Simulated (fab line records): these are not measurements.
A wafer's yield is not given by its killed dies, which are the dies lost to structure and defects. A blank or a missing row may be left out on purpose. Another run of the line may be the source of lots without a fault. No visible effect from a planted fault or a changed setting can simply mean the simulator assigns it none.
Struck lot and sound lot, side by side | flow rit-cmos | 14 steps out of a route of 202
Sound: the wafers L110.1, L110.2, L110.4. Wafers L115.3, L115.4, L115.5 were the ones struck. The cause is given at the end.
Each step with rows lists, per side, the tool, then ch with its chambers, then its first start. Under that, the readings that differ: sound wafers | struck wafers | difference of the means | sigmas: that difference in standard deviations of wafers without a fault.
alike: same words and numbers on both sides, and readings whose means sit less than 2 such deviations apart. not compared: any withheld reading, any reading some wafer has no value for, any bound like >300 that may hide the same value, and any number with overlapping values for which the record gives no deviation.
Wherever a step has rows on one side only, a row that says differs or no value, or a row with sigmas, the two part there. When numbers do not overlap yet have no deviation, they are printed without sigmas and do not part them. A reading that every wafer of one side lacks parts them only if that side has two wafers or more.

RIT_ACTIVE_BOW_MEAS_00:
  sound: film-metro-01 at day 2 21:00; struck: film-metro-04 at day 3 22:02
  alike: INCOMING_BOW
then, 1 step without rows for these wafers: RIT_ACTIVE_OXIDATION_01 (target thk 46.8 nm, ox time 3360 s).
RIT_ACTIVE_THK_MEAS_02:
  sound: film-metro-02 at day 2 23:50; struck: film-metro-04 at day 4 05:00
  reading               | sound          | struck         | difference | sigmas
  ACTIVE_OXIDE_THK (nm) | 44.9 43.8 44.2 | 45.2 46.2 46.6 | +1.7       | +2
then, 1 step without rows for these wafers: RIT_ACTIVE_CVD_03 (deposits Si3N4 from SiH2Cl2/NH3, target thk 150 nm, time 1500 s).
RIT_ACTIVE_THK_MEAS_04:
  sound: film-metro-04 at day 3 01:19; struck: film-metro-02 at day 4 06:29
  reading                 | sound             | struck            | difference | sigmas
  ACTIVE_NITRIDE_THK (nm) | 152.5 152.3 152.3 | 149.6 148.8 149.3 | -3.1       | -3
then, 5 steps without rows for these wafers: RIT_ACTIVE_HMDS_05 (prime time 60 s); RIT_ACTIVE_COAT_06 (resist thk 1000 nm); RIT_ACTIVE_SOFTBAKE_07 (time 60 s); RIT_ACTIVE_EXPOSE_08 (exposes mask M1, target cd 1400 nm); RIT_ACTIVE_PEB_09.
RIT_ACTIVE_DEVELOP_10: develop time 50 s.
  sound on litho-track-04 ch 0, day 3 02:00; struck on litho-track-04 ch 0, day 4 07:00
  reading              | sound             | struck            | difference | sigmas
  developer-temp-C (C) | 23.03 23.24 23.14 | 25.08 25.26 25.30 | +2.08      | +19
RIT_ACTIVE_CD_MEAS_11: the cd target is 1400 nm.
  sound: cd-sem-02 at day 3 02:13; struck: cd-sem-02 at day 4 07:25
  reading    | sound                | struck               | difference | sigmas
  cd-nm (nm) | 1399.1 1397.9 1397.0 | 1404.9 1407.1 1410.2 | +9.4       | +4
then, 1 step without rows for these wafers: RIT_ACTIVE_HARDBAKE_12 (time 60 s).
RIT_M1_PROBE_99:
  the record has rows for the sound wafers here (prober-02, day 5 18:56) and none for the struck ones

WHERE THEY PART
At RIT_ACTIVE_THK_MEAS_02 first; at RIT_M1_PROBE_99 last (within this record only).

WHY: what the simulator had put in
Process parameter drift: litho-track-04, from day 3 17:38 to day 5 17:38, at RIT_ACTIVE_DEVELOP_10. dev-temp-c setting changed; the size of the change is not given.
